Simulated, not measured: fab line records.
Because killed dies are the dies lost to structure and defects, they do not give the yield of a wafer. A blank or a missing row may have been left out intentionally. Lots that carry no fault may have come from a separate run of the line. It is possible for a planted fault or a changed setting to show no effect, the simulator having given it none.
Split-lot trial | flow berkeley cmos170 | 23 wafers read across 5 lots, on a route 331 steps long

THE SPLIT
At UCB170_V1_EXPOSE_09 (exposes mask VIA1, target cd 700 nm), the setting dose mj was moved away from the recipe's 37 on 9 of the 23 wafers read, by -6.1% to +2.6%. The other wafers ran this setting at the recipe's value.

FROM THE SPLIT TO THE READING: what the file shows between them, 5 steps
- UCB170_V1_PEB_10
- UCB170_V1_DEVELOP_11: develop time 45 s
- UCB170_V1_CD_MEAS_12: target cd 700 nm
- UCB170_V1_ETCH_14: etches SiO2 in CHF3/CF4/Ar, stops on Al, target depth 1250 nm, time 291 s
- UCB170_V1_STRIP_15: strips in O2

THE READING
cd nm (nm) at UCB170_V1_CD_MEAS_90, where the cd target is 700 nm. Typical for fault-free wafers on this fab line: 700.2 nm, with standard deviation 1.5 nm.

wafer  | tool, chamber at the split | dose mj as run | against the recipe | cd nm, nm | against lot-mates on the recipe
L077.1 | krf scanner-01, 0          | 37             | recipe             | 700.3     | -
L077.2 | krf scanner-01, 0          | 37             | recipe             | 701.1     | -
L077.3 | krf scanner-01, 0          | 34.74          | -6.1%              | 688.7     | -11.9
L077.4 | krf scanner-01, 0          | 37             | recipe             | 700.4     | -
L077.6 | krf scanner-01, 0          | 34.74          | -6.1%              | 687.5     | -13.1
L080.1 | krf scanner-02, 0          | 37             | recipe             | 701.6     | -
L080.2 | krf scanner-02, 0          | 37             | recipe             | 700.2     | -
L080.6 | krf scanner-02, 0          | 37             | recipe             | 698.9     | -
L082.1 | krf scanner-02, 0          | 37             | recipe             | 699.9     | -
L082.3 | krf scanner-02, 0          | 37             | recipe             | 700.8     | -
L082.4 | krf scanner-02, 0          | 37.87          | +2.4%              | 703.6     | +3.3
L082.5 | krf scanner-02, 0          | 37.87          | +2.4%              | 705.2     | +4.9
L082.6 | krf scanner-02, 0          | 37             | recipe             | 700.1     | -
L085.1 | krf scanner-02, 0          | 36.18          | -2.2%              | 697.1     | -3.6
L085.2 | krf scanner-02, 0          | 37             | recipe             | 700.5     | -
L085.3 | krf scanner-02, 0          | 36.18          | -2.2%              | 697.1     | -3.6
L085.4 | krf scanner-02, 0          | 36.18          | -2.2%              | 695.7     | -5.0
L085.6 | krf scanner-02, 0          | 37             | recipe             | 701.0     | -
L084.1 | krf scanner-02, 0          | 37.95          | +2.6%              | 703.7     | +2.6
L084.2 | krf scanner-02, 0          | 37             | recipe             | 701.5     | -
L084.4 | krf scanner-02, 0          | 37.95          | +2.6%              | 704.4     | +3.3
L084.5 | krf scanner-02, 0          | 37             | recipe             | 700.3     | -
L084.6 | krf scanner-02, 0          | 37             | recipe             | 701.4     | -

FIT RESULTS
A straight line over all 23 wafers: cd nm changes by +1.87 nm for each +1% of dose mj; r = +0.98; the points scatter about the line by 0.87 nm.
The same after taking each lot's own level away (the mean of its wafers on the recipe; 23 wafers): +1.87 nm for each +1%; r = +0.98; scatter 0.88 nm.
On that fit, the largest move of dose mj shifts the reading by 11 nm.
The span of the lots' own levels, 700.23 to 701.07 nm, comes to 0.6 times the standard deviation stated above.
Hence the lot-to-lot level has little effect on the slope; both slopes agree.
Check: with one of the wafers moved furthest among these (-6.1%) left out of the fit, the line predicts -11.6 nm for it against its lot-mates. Against them it came out at -11.9 nm.

THE WHOLE CHAIN: every reading that the file lists as answering this split, in the file's order
step                 | what it does                                                              | reading                                                   | change (the file's fit)              | r (the file's)
UCB170_V1_CD_MEAS_12 | target cd 700 nm                                                          | cd nm                                                     | +1.85 nm for each +1% of the setting | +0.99
UCB170_V1_ETCH_14    | etches SiO2 in CHF3/CF4/Ar, stops on Al, target depth 1250 nm, time 291 s | V1.cd nm (the simulator's own value, which no gauge read) | +1.93 nm for each +1% of the setting | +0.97
UCB170_V1_CD_MEAS_90 | target cd 700 nm                                                          | cd nm                                                     | +1.9 nm for each +1% of the setting  | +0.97

THE FILE'S OWN FIT
cd nm changes by +1.9 nm for each +1% of dose mj, r = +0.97.
